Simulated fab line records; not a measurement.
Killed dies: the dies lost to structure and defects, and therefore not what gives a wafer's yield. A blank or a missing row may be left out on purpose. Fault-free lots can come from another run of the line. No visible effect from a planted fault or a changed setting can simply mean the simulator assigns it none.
One fault seen from 2 desks / flow berkeley-cmos170 / numbers are kept per desk, each desk with only its own; the story behind them comes last

== DESK OF THE TOOL OWNER: pvd-sputter-04 ==
The tool's own readings at UCB170_SILICIDE_SPUTTER_01 (material Ti, target thk 30 nm, time 25 s): means of the sampled wafers that have a number, for each lot that ran on this tool. A lot is out of limits, marked OUT, if its mean lies more than 4 standard deviations from the usual mean; the brackets give that distance.
Columns: A = throttle-valve-pct at UCB170_SILICIDE_SPUTTER_01, usual 29.9 %
lot=L742; first seen here=day 7 12:12; A=29.4
lot=L744; first seen here=day 8 01:19; A=30.3
lot=L747; first seen here=day 8 06:55; A=29.9
lot=L752; first seen here=day 9 14:23; A=29.7
This desk found nothing out of limits on any of the 4 lots.

== FROM THE METROLOGY DESK ==
What the gauges read, lot by lot, whatever tool the lot ran on: means of the sampled wafers that have a number. A lot is out of limits, marked OUT, if its mean lies more than 4 standard deviations from the usual mean; the brackets give that distance.
Columns: A = SILICIDE_TI_RS at UCB170_SILICIDE_RS_MEAS_02, usual 25.9 ohm/sq; B = SILICIDE_TI_THK at UCB170_SILICIDE_THK_MEAS_03, usual 30.1 nm
lot=L737; first seen here=day 6 11:57; A=25.8; B=30.0
lot=L739; first seen here=day 7 02:45; A=25.9; B=30.1
lot=L742; first seen here=day 7 12:14; A=25.6; B=30.4
lot=L740; first seen here=day 7 12:16; A=26.1; B=30.1
lot=L741; first seen here=day 7 12:24; A=25.5; B=30.5
lot=L744; first seen here=day 8 01:23; A=25.9; B=30.2
lot=L745; first seen here=day 8 04:39; A=25.9; B=30.0
lot=L747; first seen here=day 8 06:57; A=25.7; B=30.3
lot=L750; first seen here=day 9 14:17; A=25.8; B=30.1
lot=L752; first seen here=day 9 14:28; A=33.0 (+19) OUT; B=26.3 (-10) OUT
lot=L756; first seen here=day 10 09:56; A=25.8; B=30.1
lot=L758; first seen here=day 10 20:32; A=25.6; B=30.5
lot=L759; first seen here=day 10 21:04; A=25.8; B=30.2
This desk finds L752 out of limits, with the earliest case on L752 at day 9 14:28 (SILICIDE_TI_RS at UCB170_SILICIDE_RS_MEAS_02). Within limits: L737, L739, L742, L740, L741, L744, L745, L747, L750, L756, L758, L759.

== PUT TOGETHER ==
On L752, the metrology desk was in a position to raise an alarm at day 9 14:28.
Nothing out of limits was seen by the tool owner's desk.
Tool owner's desk: L752 on record, inside its limits.
Every lot named ran UCB170_SILICIDE_SPUTTER_01 on pvd-sputter-04.

== WHAT WAS PUT IN BY THE SIMULATOR ==
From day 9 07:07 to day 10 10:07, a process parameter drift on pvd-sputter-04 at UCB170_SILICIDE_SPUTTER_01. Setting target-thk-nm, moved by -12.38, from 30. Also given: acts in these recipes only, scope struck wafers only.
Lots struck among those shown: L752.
Hours from the fault's start to each desk's first reading out of limits: the metrology desk, 7.
